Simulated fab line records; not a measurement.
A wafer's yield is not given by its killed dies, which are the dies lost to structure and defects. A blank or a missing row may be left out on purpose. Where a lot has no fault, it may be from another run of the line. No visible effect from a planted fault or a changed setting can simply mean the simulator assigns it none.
Which tool was responsible? ; flow berkeley_cmos170 ; Sampling: 14 lots, 42 wafers, 6 of 331 route steps

## WHAT THE GAUGES SHOWED, per wafer
UCB170_M2_CD_MEAS_15: the cd target is 700 nm.
lot;measured;on;cd_nm (nm)
L776;day 7 02:38;cd_sem-01;698.1 699.2 698.9
L778;day 7 15:06;cd_sem-02;701.5 702.2 701.0
L777;day 7 15:21;cd_sem-02;701.0 702.2 701.4
L779;day 8 03:58;cd_sem-01;698.7 697.9 700.1
L780;day 8 15:25;cd_sem-01;700.7 701.5 699.6
L781;day 8 15:42;cd_sem-01;700.4 699.3 700.7
L782;day 8 15:39;cd_sem-02;699.5 698.1 697.5
L783;day 9 08:35;cd_sem-02;700.4 701.3 702.1
L784;day 9 15:04;cd_sem-02;702.2 700.9 701.7
L785;day 10 01:40;cd_sem-01;699.6 699.0 697.6
L790;day 10 13:58;cd_sem-02;697.2 694.9 696.8
L793;day 11 04:41;cd_sem-02;695.6 695.2 695.5
L794;day 11 05:02;cd_sem-01;699.0 699.2 699.1
L798;day 12 08:14;cd_sem-02;700.5 698.8 698.6

UCB170_V2_BOW_MEAS_03.
lot;measured;on;V2_BOW (um)
L776;day 7 03:45;film_metro-03;37 34 47
L778;day 7 16:13;film_metro-01;40 34 30
L777;day 7 16:28;film_metro-02;35 47 43
L779;day 8 05:05;film_metro-02;27 34 31
L780;day 8 16:32;film_metro-02;31 33 33
L781;day 8 16:50;film_metro-02;35 35 41
L782;day 8 16:46;film_metro-01;50 33 35
L783;day 9 09:42;film_metro-01;40 40 42
L784;day 9 16:14;film_metro-03;49 21 25
L785;day 10 02:47;film_metro-02;44 32 36
L790;day 10 15:05;film_metro-03;40 41 36
L793;day 11 05:48;film_metro-01;35 31 37
L794;day 11 06:09;film_metro-01;43 30 31
L798;day 12 09:21;film_metro-03;29 42 52

UCB170_V2_CD_MEAS_12: the cd target is 700 nm.
lot;measured;on;cd_nm (nm)
L776;day 7 05:14;cd_sem-01;699.8 700.9 699.5
L778;day 7 17:25;cd_sem-02;697.6 699.0 699.7
L777;day 7 17:47;cd_sem-01;700.1 700.0 699.7
L779;day 8 06:17;cd_sem-02;702.9 700.8 700.8
L780;day 8 17:52;cd_sem-02;698.3 696.9 697.8
L781;day 8 18:28;cd_sem-02;701.3 699.7 698.5
L782;day 8 18:10;cd_sem-01;701.3 702.6 702.9
L783;day 9 11:12;cd_sem-02;699.4 700.4 700.2
L784;day 9 18:11;cd_sem-02;701.5 700.9 700.8
L785;day 10 04:12;cd_sem-01;701.6 702.1 701.2
L790;day 10 16:24;cd_sem-02;697.0 696.4 696.5
L793;day 11 07:02;cd_sem-01;698.8 699.1 699.3
L794;day 11 07:35;cd_sem-02;700.1 700.3 701.1
L798;day 12 10:48;cd_sem-02;701.5 699.7 699.9

## TOOL THAT RAN EACH LOT (tool first, then ch and the chambers of the sampled wafers, then the start)
lot;UCB170_M1_ETCH_11;UCB170_M2_COAT_10;UCB170_M2_STRIP_19
L776;rie_diel-04 ch 1,2,3, day 6 16:57;litho_track-04 ch 0, day 7 01:00;plasma_asher-04 ch 0,1, day 7 03:01
L778;rie_diel-04 ch 0,1,3, day 7 04:38;litho_track-04 ch 0, day 7 14:00;plasma_asher-04 ch 0,1, day 7 15:29
L777;rie_diel-03 ch 1,3, day 7 05:22;litho_track-01 ch 0, day 7 14:00;plasma_asher-01 ch 0,1, day 7 15:44
L779;rie_diel-02 ch 0,1,3, day 7 16:54;litho_track-04 ch 0, day 8 03:00;plasma_asher-04 ch 0,1, day 8 04:21
L780;rie_diel-03 ch 0,2,3, day 8 04:28;litho_track-03 ch 0, day 8 14:00;plasma_asher-04 ch 0,1, day 8 15:49
L781;rie_diel-02 ch 0,1,2, day 8 04:45;litho_track-01 ch 0, day 8 14:00;plasma_asher-03 ch 0,1, day 8 16:05
L782;rie_diel-04 ch 0,3, day 8 05:39;litho_track-04 ch 0, day 8 14:00;plasma_asher-01 ch 0,1, day 8 16:01
L783;rie_diel-04 ch 0,3, day 8 21:24;litho_track-03 ch 0, day 9 07:00;plasma_asher-03 ch 0, day 9 08:58
L784;rie_diel-02 ch 0,2,3, day 9 04:10;litho_track-03 ch 0, day 9 14:00;plasma_asher-01 ch 0,1, day 9 15:28
L785;rie_diel-03 ch 0,2,3, day 9 14:15;litho_track-03 ch 0, day 10 00:00;plasma_asher-03 ch 0,1, day 10 02:03
L790;rie_diel-04 ch 0,3, day 10 04:13;litho_track-04 ch 0, day 10 13:00;plasma_asher-04 ch 0,1, day 10 14:20
L793;rie_diel-04 ch 0,2,3, day 10 18:58;litho_track-04 ch 0, day 11 03:00;plasma_asher-04 ch 0,1, day 11 05:04
L794;rie_diel-04 ch 1,2,3, day 10 20:44;litho_track-03 ch 0, day 11 04:00;plasma_asher-03 ch 0,1, day 11 05:25
L798;rie_diel-02 ch 1,3, day 11 22:19;litho_track-03 ch 0, day 12 07:00;plasma_asher-03 ch 0,1, day 12 08:37
- UCB170_M1_ETCH_11: etches BARC in N2/H2.
- UCB170_M2_COAT_10: resist thk 900 nm.
- UCB170_M2_STRIP_19: strips in O2.

## WHAT THE TOOLS THEMSELVES READ (means of the sampled wafers that have a number; where no wafer has one, the mark that the record gives instead)
UCB170_M1_ETCH_11.
lot;tool;drypump_motor_current_A (A);oes_product_au (a.u.);throttle_valve_pct (%)
L776;rie_diel-04;5.8;1.008;13.11
L778;rie_diel-04;5.8;1.001;13.18
L777;rie_diel-03;5.4;0.998;13.39
L779;rie_diel-02;5.9;0.998;13.43
L780;rie_diel-03;5.6;0.990;13.27
L781;rie_diel-02;5.7;1.011;13.34
L782;rie_diel-04;6.1;0.997;13.18
L783;rie_diel-04;6.1;0.999;13.18
L784;rie_diel-02;5.9;1.012;13.32
L785;rie_diel-03;5.6;0.995;13.26
L790;rie_diel-04;6.1;1.002;13.18
L793;rie_diel-04;6.0;0.995;13.13
L794;rie_diel-04;5.8;1.010;13.11
L798;rie_diel-02;5.7;0.996;13.45

UCB170_M2_COAT_10.
lot;tool;spin_speed_rpm (rpm)
L776;litho_track-04;1499.7
L778;litho_track-04;1498.9
L777;litho_track-01;1499.5
L779;litho_track-04;1500.7
L780;litho_track-03;1500.1
L781;litho_track-01;1499.8
L782;litho_track-04;1499.0
L783;litho_track-03;1499.2
L784;litho_track-03;1500.1
L785;litho_track-03;1499.3
L790;litho_track-04;1715.8
L793;litho_track-04;1716.1
L794;litho_track-03;1500.2
L798;litho_track-03;1499.2

UCB170_M2_STRIP_19.
lot;tool;drypump_motor_current_A (A);oes_product_au (a.u.)
L776;plasma_asher-04;6.0;0.548
L778;plasma_asher-04;6.0;0.539
L777;plasma_asher-01;5.2;0.534
L779;plasma_asher-04;6.0;0.521
L780;plasma_asher-04;6.0;0.536
L781;plasma_asher-03;5.7;0.546
L782;plasma_asher-01;5.2;0.536
L783;plasma_asher-03;6.1;0.540
L784;plasma_asher-01;5.4;0.531
L785;plasma_asher-03;5.3;0.544
L790;plasma_asher-04;6.4;0.483
L793;plasma_asher-04;6.4;0.483
L794;plasma_asher-03;5.7;0.542
L798;plasma_asher-03;5.7;0.539

## THE ANSWER, worked out from the rows above alone
Rule: what is usual is taken from the lots themselves. The widest of any qualifying gaps counts: lots, ordered by their means at a reading, are off when they make up no more than a third of the lots, leave a main group of 4 or more, and stand apart from it by 3 or more times the standard deviation of that group's means. Not used: any main group whose means are identical at the precision the tables above print for the reading. A lot without any number at a reading at which 4 lots or more have one is off too. Where the step has rows for the other lots, those lots are counted as sound. Order of review: gauges by route order, followed by the tools' own readings, for which a lot's mean as printed above is used. The first step at which some lot is off is used, and at that step the reading that is off furthest; a lot without a number counts as furthest.
Off at UCB170_M2_COAT_10 (spin_speed_rpm): L790, L793. For the main group the mean is 1499.6 rpm and the standard deviation 0.53.
A tool fits if, at that step or a process step before it, it ran every lot that is off, and no sound lot after the first of them. One fits: litho_track-04 at UCB170_M2_COAT_10. A fault onset in the window from L782 (day 8 14:00, its last sound lot) to L790 (day 10 13:00, its first lot off) fits.
On the lots that are off, the tool's own readings at UCB170_M2_COAT_10 differ by more than 5 times the standard deviation of the sound lots' means, which bears it out; spin_speed_rpm reads 1715.9 rpm there versus 1499.6 rpm on the sound lots.

## WHAT HAD BEEN PUT IN BY THE SIMULATOR
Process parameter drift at UCB170_M2_COAT_10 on litho_track-04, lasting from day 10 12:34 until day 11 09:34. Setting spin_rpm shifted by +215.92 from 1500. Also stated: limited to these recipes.
Shown lots that were struck: L790, L793. The rule given above showed the same thing.
